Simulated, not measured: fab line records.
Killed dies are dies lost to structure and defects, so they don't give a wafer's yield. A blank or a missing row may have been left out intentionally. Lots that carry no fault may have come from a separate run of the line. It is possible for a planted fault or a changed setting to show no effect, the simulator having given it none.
Commonality check across tools :: flow berkeley_cmos170 :: Sampled: 14 lots, 40 wafers

## WHY THIS WAS OPENED
At UCB170_SILICIDE_RS_MEAS_02 the reading SILICIDE_TI_RS is flagged on 2 of 14 lots. Fault-free wafers read 26.4 ohm/sq, with a standard deviation of 0.39.
Rule: a lot gets a flag if all its wafers with a number sit over 4 standard deviations from that mean, or if no wafer of it has a number. All remaining lots are regarded as sound.

lot: L431
measured: day 6 13:02
on: film_metro-01
SILICIDE_TI_RS (ohm/sq), wafer by wafer: 26.4 26.8 26.6
flag: 

lot: L430
measured: day 6 13:05
on: film_metro-04
SILICIDE_TI_RS (ohm/sq), wafer by wafer: 26.8 26.4 26.7
flag: 

lot: L434
measured: day 7 10:44
on: film_metro-01
SILICIDE_TI_RS (ohm/sq), wafer by wafer: 26.6 26.2 26.5
flag: 

lot: L435
measured: day 7 10:58
on: film_metro-01
SILICIDE_TI_RS (ohm/sq), wafer by wafer: 26.2 25.8 25.9
flag: 

lot: L436
measured: day 7 22:07
on: film_metro-04
SILICIDE_TI_RS (ohm/sq), wafer by wafer: 32.7 33.1
flag: FLAGGED

lot: L439
measured: day 8 11:15
on: film_metro-01
SILICIDE_TI_RS (ohm/sq), wafer by wafer: 26.5 25.9 26.1
flag: 

lot: L438
measured: day 8 13:49
on: film_metro-01
SILICIDE_TI_RS (ohm/sq), wafer by wafer: 33.0 33.4
flag: FLAGGED

lot: L442
measured: day 9 04:10
on: film_metro-04
SILICIDE_TI_RS (ohm/sq), wafer by wafer: 26.5 26.2 26.2
flag: 

lot: L446
measured: day 10 00:08
on: film_metro-03
SILICIDE_TI_RS (ohm/sq), wafer by wafer: 25.7 25.9 25.7
flag: 

lot: L448
measured: day 10 17:15
on: film_metro-01
SILICIDE_TI_RS (ohm/sq), wafer by wafer: 26.9 26.3 26.9
flag: 

lot: L449
measured: day 10 17:25
on: film_metro-04
SILICIDE_TI_RS (ohm/sq), wafer by wafer: 25.6 25.7 25.6
flag: 

lot: L451
measured: day 11 06:02
on: film_metro-01
SILICIDE_TI_RS (ohm/sq), wafer by wafer: 26.9 26.8 26.5
flag: 

lot: L452
measured: day 11 06:15
on: film_metro-04
SILICIDE_TI_RS (ohm/sq), wafer by wafer: 26.2 26.3 26.3
flag: 

lot: L453
measured: day 11 10:04
on: film_metro-01
SILICIDE_TI_RS (ohm/sq), wafer by wafer: 26.7 26.8 27.4
flag: 
Average over the flagged lots: 33.0 ohm/sq; offset from the usual +6.6 ohm/sq, equal to +17 standard deviations.

## TOOL THAT RAN EACH LOT
The record holds 1 process step before the reading, out of a route of 331 steps. Every cell lists first the tool, next ch and the chambers used by the sampled wafers, and last the start.
lot: L431
flag: 
UCB170_SILICIDE_SPUTTER_01: pvd_sputter-01, day 6 13:01

lot: L430
flag: 
UCB170_SILICIDE_SPUTTER_01: pvd_sputter-02, day 6 13:01

lot: L434
flag: 
UCB170_SILICIDE_SPUTTER_01: pvd_sputter-02, day 7 10:29

lot: L435
flag: 
UCB170_SILICIDE_SPUTTER_01: pvd_sputter-01, day 7 10:53

lot: L436
flag: FLAGGED
UCB170_SILICIDE_SPUTTER_01: pvd_sputter-02, day 7 22:02

lot: L439
flag: 
UCB170_SILICIDE_SPUTTER_01: pvd_sputter-04, day 8 11:12

lot: L438
flag: FLAGGED
UCB170_SILICIDE_SPUTTER_01: pvd_sputter-02, day 8 13:44

lot: L442
flag: 
UCB170_SILICIDE_SPUTTER_01: pvd_sputter-04, day 9 04:08

lot: L446
flag: 
UCB170_SILICIDE_SPUTTER_01: pvd_sputter-04, day 10 00:05

lot: L448
flag: 
UCB170_SILICIDE_SPUTTER_01: pvd_sputter-01, day 10 17:11

lot: L449
flag: 
UCB170_SILICIDE_SPUTTER_01: pvd_sputter-04, day 10 17:23

lot: L451
flag: 
UCB170_SILICIDE_SPUTTER_01: pvd_sputter-04, day 11 06:01

lot: L452
flag: 
UCB170_SILICIDE_SPUTTER_01: pvd_sputter-02, day 11 06:12

lot: L453
flag: 
UCB170_SILICIDE_SPUTTER_01: pvd_sputter-01, day 11 10:01
What is done by these steps:
- UCB170_SILICIDE_SPUTTER_01: material Ti, target thk 30 nm, time 25 s.
- UCB170_SILICIDE_RS_MEAS_02: measures by four-point-probe.

## FLAGGED OVER TOTAL, TOOL BY TOOL (the gauges that took the reading come last)
step: UCB170_SILICIDE_SPUTTER_01
tool: pvd_sputter-01
lots run: 4
flagged: 0
share of the flagged lots: none
sound lots run after its first flagged lot: -

step: UCB170_SILICIDE_SPUTTER_01
tool: pvd_sputter-02
lots run: 5
flagged: 2
share of the flagged lots: all
sound lots run after its first flagged lot: 1 (L452)

step: UCB170_SILICIDE_SPUTTER_01
tool: pvd_sputter-04
lots run: 5
flagged: 0
share of the flagged lots: none
sound lots run after its first flagged lot: -

step: UCB170_SILICIDE_RS_MEAS_02
tool: film_metro-01
lots run: 8
flagged: 1
share of the flagged lots: some
sound lots run after its first flagged lot: 3 (L448,L451,L453)

step: UCB170_SILICIDE_RS_MEAS_02
tool: film_metro-03
lots run: 1
flagged: 0
share of the flagged lots: none
sound lots run after its first flagged lot: -

step: UCB170_SILICIDE_RS_MEAS_02
tool: film_metro-04
lots run: 5
flagged: 1
share of the flagged lots: some
sound lots run after its first flagged lot: 3 (L442,L449,L452)

## WHAT IS ALLOWED BY THE TABLE
1 row of the table ran every flagged lot: pvd_sputter-02 at UCB170_SILICIDE_SPUTTER_01.
- pvd_sputter-02 at UCB170_SILICIDE_SPUTTER_01: 2 of its 5 lots flagged. Sound lots followed the first flagged one (L452) on it, something a lasting fault affecting the whole tool could not allow.
None of the table's rows ran every flagged lot and, after the first, no sound lot.

## WHAT HAD BEEN PUT IN BY THE SIMULATOR
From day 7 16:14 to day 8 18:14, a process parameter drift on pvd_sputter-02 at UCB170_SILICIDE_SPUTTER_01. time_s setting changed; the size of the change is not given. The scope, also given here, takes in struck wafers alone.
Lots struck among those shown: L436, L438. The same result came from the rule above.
